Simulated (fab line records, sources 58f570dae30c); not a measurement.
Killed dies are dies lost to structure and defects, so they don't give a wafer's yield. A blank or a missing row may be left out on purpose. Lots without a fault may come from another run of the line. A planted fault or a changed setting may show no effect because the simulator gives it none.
Tool commonality check | flow berkeley_cmos170 | 14 lots, 42 wafers sampled

WHY IT WAS OPENED
At UCB170_M1_RS_MEAS_01 the reading M1_AL_RS is flagged on 2 of 14 lots. Wafers without a fault read 0.0485 ohm/sq, standard deviation 0.0005.
Rule: a lot is flagged when every wafer of it that has a number lies more than 4 standard deviations from that mean, or none has a number. The other lots count as sound.

lot  | measured     | on            | M1_AL_RS (ohm/sq), wafer by wafer | flag
L681 | day 8 08:40  | film_metro-02 | 0.0482 0.0489 0.0490              |
L680 | day 8 11:01  | film_metro-02 | 0.0490 0.0489 0.0488              |
L684 | day 8 17:34  | film_metro-02 | 0.0489 0.0486 0.0484              |
L685 | day 9 12:04  | film_metro-02 | 0.0487 0.0478 0.0481              |
L687 | day 9 15:22  | film_metro-02 | 0.0498 0.0496 0.0501              |
L691 | day 10 04:35 | film_metro-04 | 0.0481 0.0476 0.0479              |
L690 | day 10 08:12 | film_metro-03 | 0.0491 0.0490 0.0484              |
L694 | day 10 22:41 | film_metro-04 | 0.0483 0.0494 0.0490              |
L695 | day 11 05:11 | film_metro-04 | 0.0481 0.0486 0.0482              |
L698 | day 11 10:12 | film_metro-02 | 0.0480 0.0486 0.0489              |
L697 | day 11 11:52 | film_metro-02 | 0.0251 0.0251 0.0250              | FLAGGED
L699 | day 11 19:05 | film_metro-03 | 0.0249 0.0250 0.0250              | FLAGGED
L701 | day 12 08:11 | film_metro-04 | 0.0487 0.0482 0.0491              |
L703 | day 12 20:38 | film_metro-04 | 0.0479 0.0482 0.0479              |
The numbers of the flagged lots are 0.0250 ohm/sq on average: -0.0235 ohm/sq against the usual, or -47 standard deviations.

WHICH TOOL RAN EACH LOT
The record holds 1 process step before the reading, out of a route of 331 steps. In each cell: the tool, then ch and the chambers that the sampled wafers went through, then the start.
lot  | flag    | UCB170_M1_SPUTTER_00
L681 |         | pvd_sputter-04, day 8 08:36
L680 |         | pvd_sputter-02, day 8 10:56
L684 |         | pvd_sputter-04, day 8 17:28
L685 |         | pvd_sputter-02, day 9 11:59
L687 |         | pvd_sputter-04, day 9 15:16
L691 |         | pvd_sputter-02, day 10 04:30
L690 |         | pvd_sputter-01, day 10 08:08
L694 |         | pvd_sputter-02, day 10 22:37
L695 |         | pvd_sputter-04, day 11 05:02
L698 |         | pvd_sputter-01, day 11 10:05
L697 | FLAGGED | pvd_sputter-04, day 11 11:46
L699 | FLAGGED | pvd_sputter-04, day 11 19:02
L701 |         | pvd_sputter-02, day 12 08:07
L703 |         | pvd_sputter-02, day 12 20:32
What these steps do:
- UCB170_M1_SPUTTER_00: material Al, target thk 600 nm, time 80 s.
- UCB170_M1_RS_MEAS_01: measures by four-point-probe.

FLAGGED OVER TOTAL, TOOL BY TOOL (the gauges that took the reading come last)
step                 | tool           | lots run | flagged | share of the flagged lots | sound lots run after its first flagged lot
UCB170_M1_SPUTTER_00 | pvd_sputter-01 | 2        | 0       | none                      | -
UCB170_M1_SPUTTER_00 | pvd_sputter-02 | 6        | 0       | none                      | -
UCB170_M1_SPUTTER_00 | pvd_sputter-04 | 6        | 2       | all                       | 0
UCB170_M1_RS_MEAS_01 | film_metro-02  | 7        | 1       | some                      | 0
UCB170_M1_RS_MEAS_01 | film_metro-03  | 2        | 1       | some                      | 0
UCB170_M1_RS_MEAS_01 | film_metro-04  | 5        | 0       | none                      | -

WHAT THE TABLE ALLOWS
1 row of the table ran every flagged lot: pvd_sputter-04 at UCB170_M1_SPUTTER_00.
- pvd_sputter-04 at UCB170_M1_SPUTTER_00: 2 of its 6 lots flagged. Its last sound lot is L695 (day 11 05:02), its first flagged lot L697 (day 11 11:46): a fault that began between those two fits.
One tool is left: pvd_sputter-04 at UCB170_M1_SPUTTER_00.

WHAT THE SIMULATOR HAD PUT IN
Process parameter drift: pvd_sputter-04, from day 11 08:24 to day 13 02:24, at UCB170_M1_SPUTTER_00. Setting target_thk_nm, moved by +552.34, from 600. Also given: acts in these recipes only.
Lots struck among those shown: L697, L699. The rule above found the same.
